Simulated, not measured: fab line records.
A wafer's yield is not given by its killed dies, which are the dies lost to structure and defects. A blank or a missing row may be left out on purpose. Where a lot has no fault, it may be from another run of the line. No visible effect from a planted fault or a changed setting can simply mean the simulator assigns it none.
Comparing a struck lot with a sound one || flow rit_cmos || 15 out of 202 route steps
Sound: the wafers L818.1, L818.2, L818.4. Struck: wafer L827.5. (L827.2, L827.6 of the same lot were not struck and are left out.) The cause comes at the end.
At each step with rows: each side's tool, then ch and its chambers, then its first start. Under that, the readings that differ: sound wafers || struck wafers || difference of the means || sigmas: that difference in standard deviations of wafers without a fault.
alike: a reading whose means differ by less than 2 such deviations, as well as words and numbers matching on both sides. not compared: withheld readings; readings where some wafer has no value; bounds like >300 that might hide an equal value; numbers whose values overlap and for which the record gives no deviation.
Wherever a step has rows on one side only, a row that says differs or no value, or a row with sigmas, the two part there. Numbers that have no deviation but don't overlap get no sigmas and don't part them. A reading missing from all wafers of one side parts the sides only when that side holds two or more wafers.

RIT_GATE_THK_MEAS_07:
  sound: film_metro-03 at day 3 12:05; struck: film_metro-03 at day 5 12:07
  alike: GATE_OXIDE_THK
then, 1 step without rows for these wafers: RIT_GATE_CVD_08 (deposits poly-Si from SiH4, target thk 250 nm, time 2220 s).
RIT_GATE_THK_MEAS_09:
  sound: film_metro-03 at day 3 13:52; struck: film_metro-02 at day 5 15:00
  alike: GATE_POLY_THK
then, 6 steps without rows for these wafers: RIT_GATE_HMDS_10 (prime time 60 s); RIT_GATE_COAT_11 (resist thk 850 nm); RIT_GATE_SOFTBAKE_12 (time 59.16 s); RIT_GATE_EXPOSE_13 (exposes mask M6, target cd 150 nm); RIT_GATE_PEB_14; RIT_GATE_DEVELOP_15 (develop time 50 s).
RIT_GATE_CD_MEAS_16: the cd target is 150 nm.
  sound: cd_sem-01 at day 3 14:46; struck: cd_sem-02 at day 5 15:55
{"reading": "cd_nm (nm)", "sound": "145.4 143.8 146.6", "struck": 151.2, "difference": "+5.9", "sigmas": "+3"}
RIT_GATE_OVL_MEAS_17:
  sound: overlay-01 at day 3 14:53; struck: overlay-02 at day 5 16:02
  alike: GATE_OVL
then, 1 step without rows for these wafers: RIT_GATE_HARDBAKE_18 (time 60 s).
RIT_GATE_ETCH_19: etches poly-Si in SF6/CHF3/O2, stops on SiO2, time 165 s, target depth 312.5 nm.
  sound on rie_si-01 ch 0,1, day 3 15:19; struck on rie_si-02 ch 3, day 5 16:13
{"reading": "oes_product_au (a.u.)", "sound": "0.837 0.848 0.833", "struck": 0.882, "difference": "+0.043", "sigmas": "+4"}
{"reading": "over_etch_frac", "sound": "0.25 0.25 0.25", "struck": 0.21271, "difference": -0.03729, "sigmas": ""}
  alike: drypump_motor_current_A, rf_fwd_power_W, throttle_valve_pct
  not compared: rf_hours_counter_h
RIT_GATE_STRIP_20: strips in O2, time 180 s.
  sound on plasma_asher-03 ch 0,1, day 3 15:25; struck on plasma_asher-04 ch 1, day 5 16:19
  alike: drypump_motor_current_A
  not compared: rf_hours_counter_h
RIT_M1_PROBE_99:
  sound: prober-01 at day 4 12:49; struck: prober-02 at day 6 16:04
  alike: killed_at_front_end, killed_dies, killed_open, killed_short

WHERE THEY PART
Earliest at RIT_GATE_CD_MEAS_16; latest, in this record, at RIT_GATE_ETCH_19. Later steps at which nothing parts them and some readings are alike: RIT_GATE_STRIP_20, RIT_M1_PROBE_99.

WHY: what the simulator had put in
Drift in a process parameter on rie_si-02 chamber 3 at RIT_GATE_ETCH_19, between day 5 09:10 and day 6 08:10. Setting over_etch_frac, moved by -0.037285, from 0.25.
